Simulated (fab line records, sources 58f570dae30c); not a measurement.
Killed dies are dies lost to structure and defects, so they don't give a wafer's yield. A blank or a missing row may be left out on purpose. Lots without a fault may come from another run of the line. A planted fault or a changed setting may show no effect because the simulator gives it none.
One fault seen from 2 desks | flow berkeley_cmos170 | each desk has only its own numbers; what lay behind them comes last

THE METROLOGY DESK
What the gauges read, lot by lot, whatever tool the lot ran on: means of the sampled wafers that have a number. A lot is out of limits, marked OUT, if its mean lies more than 4 standard deviations from the usual mean; the brackets give that distance.
Columns: A = NWELL_OXIDE_THK at UCB170_NWELL_THK_MEAS_02, usual 26.5 nm; B = NWELL_NITRIDE_THK at UCB170_NWELL_THK_MEAS_05, usual 223.3 nm; C = NWELL_OVL at UCB170_NWELL_OVL_MEAS_12, usual 7 nm
lot  | first seen here | A    | B     | C
L536 | day 2 14:47     | 26.4 | 223.5 | 0
L543 | day 3 20:01     | 27.0 | 224.6 | 8
L544 | day 4 08:10     | 25.8 | 223.7 | 13
L545 | day 4 08:10     | 26.2 | 225.4 | 2
L547 | day 4 22:23     | 25.6 | 222.5 | 14
L552 | day 5 21:19     | 26.4 | 220.1 | 1
This desk's finding: nothing out of limits on any of the 6 lots.

THE TOOL OWNER'S DESK: implanter-04
The tool's own readings at UCB170_NWELL_IMPLANT_14: means of the sampled wafers that have a number, for each lot that ran on this tool. A lot is out of limits, marked OUT, if its mean lies more than 4 standard deviations from the usual mean; the brackets give that distance.
Columns: A = beam_energy_keV at UCB170_NWELL_IMPLANT_14, usual 150.00; B = dose_ions_cm2 at UCB170_NWELL_IMPLANT_14, usual 9.997e+12
lot  | first seen here | A      | B
L543 | day 4 04:57     | 150.01 | 9.805e+12 (-17) OUT
L545 | day 4 16:29     | 150.03 | 9.791e+12 (-19) OUT
This desk's finding: out of limits on L543, L545; first on L543, day 4 04:57 (dose_ions_cm2 at UCB170_NWELL_IMPLANT_14). In limits: none.

PUT TOGETHER
The tool owner's desk could have raised an alarm at day 4 04:57, on L543, L545.
The metrology desk saw nothing out of limits.
The metrology desk has L543, L545 on record, within its limits.
Of the lots named, all ran UCB170_NWELL_IMPLANT_14 on implanter-04.

WHAT THE SIMULATOR HAD PUT IN
Process parameter drift: implanter-04, from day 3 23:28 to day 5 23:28, at UCB170_NWELL_IMPLANT_14. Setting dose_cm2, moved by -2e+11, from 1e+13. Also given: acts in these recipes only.
Lots struck among those shown: L543, L545.
Hours from the fault's start to each desk's first reading out of limits: the tool owner's desk, 5.
